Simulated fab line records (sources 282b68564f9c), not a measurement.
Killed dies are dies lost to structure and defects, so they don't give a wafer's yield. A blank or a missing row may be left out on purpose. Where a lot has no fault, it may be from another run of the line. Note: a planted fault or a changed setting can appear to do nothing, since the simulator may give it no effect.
The tool behind it: which one? / flow rit-cmos / Sampling: 7 lots, 21 wafers, 3 of 202 route steps

## WHAT THE GAUGES SHOWED, per wafer
RIT_NLDD_TW_MEAS_10.
lot=L835; measured=day 3 05:42; on=film-metro-04; NLDD_TW=2520 2518 2506
lot=L841; measured=day 4 10:29; on=film-metro-04; NLDD_TW=2502 2533 2527
lot=L844; measured=day 5 06:22; on=film-metro-04; NLDD_TW=2491 2491 2519
lot=L846; measured=day 5 17:44; on=film-metro-02; NLDD_TW=2485 2489 2471
lot=L850; measured=day 6 14:23; on=film-metro-02; NLDD_TW=2471 2492 2493
lot=L852; measured=day 6 19:37; on=film-metro-04; NLDD_TW=2733 2731 2740 2742 2739 2725
lot=L856; measured=day 7 17:29; on=film-metro-03; NLDD_TW=2734 2713 2720 2730 2716 2733

## TOOL THAT RAN EACH LOT (tool first, then ch and the chambers of the sampled wafers, then the start)
lot=L835; RIT_PWELL_SOFTBAKE_02=litho-track-03 ch 0, day 2 08:41; RIT_NLDD_IMPLANT_08=implanter-01 ch 0, day 3 05:23
lot=L841; RIT_PWELL_SOFTBAKE_02=litho-track-01 ch 0, day 3 13:50; RIT_NLDD_IMPLANT_08=implanter-04 ch 0, day 4 10:11
lot=L844; RIT_PWELL_SOFTBAKE_02=litho-track-03 ch 0, day 4 07:47; RIT_NLDD_IMPLANT_08=implanter-04 ch 0, day 5 06:03
lot=L846; RIT_PWELL_SOFTBAKE_02=litho-track-01 ch 0, day 4 15:41; RIT_NLDD_IMPLANT_08=implanter-04 ch 0, day 5 17:25
lot=L850; RIT_PWELL_SOFTBAKE_02=litho-track-02 ch 0, day 5 13:11; RIT_NLDD_IMPLANT_08=implanter-04 ch 0, day 6 14:04
lot=L852; RIT_PWELL_SOFTBAKE_02=litho-track-02 ch 0, day 5 22:16; RIT_NLDD_IMPLANT_08=implanter-02 ch 0, day 6 19:18
lot=L856; RIT_PWELL_SOFTBAKE_02=litho-track-02 ch 0, day 6 17:22; RIT_NLDD_IMPLANT_08=implanter-02 ch 0, day 7 17:10
- RIT_PWELL_SOFTBAKE_02: time 61.06 s.
- RIT_NLDD_IMPLANT_08

## THE ANSWER, worked out from the rows above alone
Rule: usual is defined by the lots themselves. Put in order of their means at a reading, lots are off if they are a third of the lots or fewer, leave a main group of 4 or more, and stand apart from it by a gap of 3 or more times the standard deviation of the main group's means; of several such gaps the widest counts. The tables above print the reading to a certain number of digits; a main group whose means all agree to those digits is not used. A lot without any number at a reading at which 4 lots or more have one is off too. The other lots that the step has rows for count as sound.
Off: L852, L856, seen at RIT_NLDD_TW_MEAS_10 (NLDD_TW). For the main group the mean is 2501 and the standard deviation 15.
A tool fits if, at a process step before that reading, it ran every lot that is off, and no sound lot after the first of them. Gauges at RIT_NLDD_TW_MEAS_10: tried the same way as those tools. Undecided on this evidence; 2 tools fit (litho-track-02 at RIT_PWELL_SOFTBAKE_02, implanter-02 at RIT_NLDD_IMPLANT_08).

## WHAT THE SIMULATOR HAD INSERTED
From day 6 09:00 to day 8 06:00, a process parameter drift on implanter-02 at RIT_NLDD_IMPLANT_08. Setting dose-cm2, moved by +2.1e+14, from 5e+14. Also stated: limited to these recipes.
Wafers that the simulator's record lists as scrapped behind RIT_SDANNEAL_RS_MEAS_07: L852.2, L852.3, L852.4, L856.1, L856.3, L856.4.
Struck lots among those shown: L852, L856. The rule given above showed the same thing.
